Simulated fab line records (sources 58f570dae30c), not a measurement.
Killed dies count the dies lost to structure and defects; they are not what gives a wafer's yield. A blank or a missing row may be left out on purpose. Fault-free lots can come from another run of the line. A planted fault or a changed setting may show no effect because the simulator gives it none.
Code-filled problem report in 8D (eight disciplines) form + flow berkeley cmos170 + the parts of the form that need people (team, actions taken, sign-off) are left out

1. THE PROBLEM
Mean of o2 flow sccm at UCB170_PVT_STRIP_08: 479.6 sccm across 6 wafers in 2 lots; on wafers with no fault it is 400.1 sccm (standard deviation 1.3). That is +61 standard deviations from the usual mean.
The step: strips in O2.
Earliest sighting: wafer L780.1 on plasma asher-01 at day 9 04:38. Wafers with a number at this step in the record: 42, from 14 lots. Rule for "out", or "out of limits": more than 4 standard deviations from the usual mean. The other wafers with a number count as sound.

2. WHAT IT IS; WHAT IT IS NOT
| question                    | is                                     | is not                                                                 |
|-----------------------------|----------------------------------------|------------------------------------------------------------------------|
| which readings at this step | o2 flow sccm, strip time to endpoint s | chamber pressure mTorr, drypump motor current A                        |
| which lots                  | L780, L783                             | L765, L766, L767, L769, L770, L771, L772, L773, L774, L775, L776, L779 |
| which wafers of those lots  | all that have a number                 | -                                                                      |
| read on which tools         | plasma asher-01                        | plasma asher-03, plasma asher-04                                       |
| when                        | from day 9 04:38                       | up to then (36 sound wafers)                                           |

3. SUSPECTS, AND WHAT RULES EACH OUT
Counting: a tool at a process step up to the reading stays a suspect if it ran every lot that is out and no sound lot after the first of them.
- plasma asher-01 at UCB170_PVT_STRIP_08 (strips in O2): kept. It processed each lot that is out, first L780 at day 9 04:38, and no sound lot thereafter; up to then, the last sound lot it processed was L779 at day 9 04:05. Out on those wafers are its own readings of o2 flow sccm, strip time to endpoint s.
The count leaves plasma asher-01 at UCB170_PVT_STRIP_08.

4. THE CAUSE (what the simulator had put in)
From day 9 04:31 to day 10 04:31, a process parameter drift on plasma asher-01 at UCB170_PVT_STRIP_08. Setting o2 flow sccm, moved by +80, from 400. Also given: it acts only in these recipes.
This tool alone remained once counting was done.

5. THE EFFECT CHAIN, in route order
Each row: a reading whose mean over the struck wafers that have a number lies more than 3 standard deviations from the usual. Readings are gone through only where the record gives a usual standard deviation; hours: the median, over the lots, of the time from a lot's start at the first step in this table giving one to that lot's start at this step; sigmas: the change measured in usual standard deviations.
| hours | step                | reading                  | usual      | on struck wafers | change | sigmas |
|-------|---------------------|--------------------------|------------|------------------|--------|--------|
| 0     | UCB170_PVT_STRIP_08 | o2 flow sccm             | 400.1 sccm | 479.6            | +79.4  | +61    |
| 0     | UCB170_PVT_STRIP_08 | oes product au           | 0.734 a.u. | 0.750            | +0.016 | +3.1   |
| 0     | UCB170_PVT_STRIP_08 | strip time to endpoint s | 21.66 s    | 21.15            | -0.51  | -7.9   |
Its process steps:
- UCB170_PVT_STRIP_08: strips in O2.
Later measuring or inspecting steps at which every struck wafer that the step has a row for has a number for every such reading, and none has moved that far: UCB170_M3_CD_MEAS_15, UCB170_M3_OVL_MEAS_16.

6. WHAT WOULD HAVE CAUGHT IT SOONER
0 hours passed between the start of the fault at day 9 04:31 and the first reading out of limits in this record, taken at day 9 04:38.
